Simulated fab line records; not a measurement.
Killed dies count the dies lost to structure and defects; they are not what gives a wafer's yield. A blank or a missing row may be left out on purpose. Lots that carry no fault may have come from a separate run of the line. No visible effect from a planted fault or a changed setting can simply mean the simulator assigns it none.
Matching of chambers -- flow berkeley-cmos170 -- UCB170_PSD_CLEAN_11 on wet-bench-03: 3 sister chambers
The step cleans in SPM, time 600 s. 14 wafers are shown with their chamber, then 7 later ones without.

WAFERS, EACH WITH ITS CHAMBER
wafer,chamber,bath-heat-duty-pct (%),bath-guard-temp-C (C)
L429.1,1,16.3,119.3
L429.2,1,16.2,119.2
L429.4,1,17.0,119.4
L426.3,2,14.9,120.2
L426.5,2,15.1,120.1
L426.6,2,14.6,120.4
L428.1,0,11.7,120.3
L428.4,0,10.8,120.2
L428.5,0,10.3,120.4
L432.1,0,10.0,119.8
L432.2,0,10.8,119.9
L432.6,0,10.7,120.6
L435.1,1,16.1,119.8
L435.4,1,16.3,119.3

SIGNATURES (averages over the wafers above)
reading,chamber 0,chamber 1,chamber 2,scatter within a chamber
bath-heat-duty-pct,10.717,16.380,14.867,0.458
bath-guard-temp-C,120.200,119.400,120.233,0.257
Rule: a wafer lies at a distance from a chamber equal to the root of the sum of squares, over the readings, of (its reading less the chamber's mean, divided by the reading's scatter). If the next closest chamber is less than 2 further off than the closest, the wafer can't be placed; otherwise it belongs to the closest. How the scatter is found: for the shown wafers, subtract from each reading the mean of its chamber, square and add these, divide the total by (wafers less chambers), then take the root.

WAFERS WITHOUT THEIR CHAMBER
wafer,bath-heat-duty-pct (%),bath-guard-temp-C (C)
L435.5,15.9,119.1
L437.2,10.4,120.4
L437.3,10.2,120.6
L437.6,10.8,120.0
L448.4,11.4,120.2
L448.5,11.2,120.2
L448.6,11.1,120.1

EACH ONE'S CHAMBER
wafer,from the rows above,in truth
L435.5,1,1
L437.2,0,0
L437.3,0,0
L437.6,0,0
L448.4,0,0
L448.5,0,0
L448.6,0,0
Correctly placed: 7 of 7. Can't be placed from these rows: 0. Wrongly placed: 0.
